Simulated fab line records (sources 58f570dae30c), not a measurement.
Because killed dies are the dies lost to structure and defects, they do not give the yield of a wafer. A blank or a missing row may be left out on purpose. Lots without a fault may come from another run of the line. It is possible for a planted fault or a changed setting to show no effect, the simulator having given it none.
A lot that was struck, set against a sound lot | flow berkeleyCmos170 | 14 steps out of a route of 331
Sound: these wafers, L390.4, L390.5, L390.6. Struck: wafers L386.1, L386.2, L386.6. The cause comes at the end.
At each step with rows: each side's tool, then ch and its chambers, then its first start. Under that, the readings that differ: sound wafers | struck wafers | difference of the means | sigmas: that difference in standard deviations of wafers without a fault.
alike: words and numbers the same on both sides, and readings whose means are apart by under 2 such deviations; not compared: readings that were withheld, readings missing a value for some wafer, numbers with overlapping values and no deviation given by the record, and bounds like >300 which may hide the same value.
The two part at a step that has a row with sigmas, a row that says differs or no value, or rows on one side only. When numbers do not overlap yet have no deviation, they are printed without sigmas and do not part them. Lack of a reading on every wafer of one side parts them only where that side has two or more wafers.

first, 4 steps without rows for these wafers: UCB170_PVT_SOFTBAKE_02 (time 60 s); UCB170_PVT_EXPOSE_03 (exposes mask NWELL, target cd 3000 nm); UCB170_PVT_PEB_04; UCB170_PVT_DEVELOP_05 (develop time 45 s).
UCB170_PVT_OVL_MEAS_06:
  struck on overlay-02, day 9 15:53; sound on overlay-02, day 9 15:18
  alike: PVT_OVL
next, for these wafers, 1 step has no rows: UCB170_PVT_IMPLANT_07.
UCB170_PVT_STRIP_08: strips in O2.
  sound on plasmaAsher-01 ch 0,1, day 9 15:30; struck on plasmaAsher-01 ch 0,1, day 9 16:04
  alike: drypumpMotorCurrentA, o2FlowSccm, oesProductAu, stripTimeToEndpointS
  not compared: rfHoursCounterH
UCB170_PVT_TW_MEAS_09:
  struck on filmMetro-02, day 9 16:10; sound on filmMetro-01, day 9 15:36
  alike: PVT_TW
then, 1 step without rows for these wafers: UCB170_GATE_WET_ETCH_00 (etches SiO2 in dHF, time 200 s).
UCB170_FIELD_THK_MEAS_91:
  struck on filmMetro-04, day 9 16:18; sound on filmMetro-02, day 9 15:43
  alike: FIELD_OXIDE_LEFT_2_THK
then, 1 step without rows for these wafers: UCB170_GATE_OXIDATION_01 (target thk 6.6 nm, ox time 1800 s).
UCB170_GATE_THK_MEAS_02:
  struck on filmMetro-02, day 9 19:40; sound on filmMetro-01, day 9 19:38
  alike: GATE_OXIDE_THK
UCB170_GATE_ANNEAL_03: time 1800 s.
  struck on furnace-04, day 9 21:26; sound on furnace-04 ch 0, day 9 21:26
  no value came back on the struck wafers for spikeTcCentreC (C), spikeTcLoadC (C), zonePowerLoadPct (%); on the sound wafers spikeTcCentreC (C) reads 900.5 901.1 901.0
then, 1 step without rows for these wafers: UCB170_GATE_CVD_04 (deposits poly-Si from SiH4, time 1440 s, target thk 214 nm).

## WHERE THEY PART
Only at UCB170_GATE_ANNEAL_03, within this record.

WHY: the cause the simulator had injected
Step skipped in full: furnace-04, at UCB170_GATE_ANNEAL_03, from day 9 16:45 onward. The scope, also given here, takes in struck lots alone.
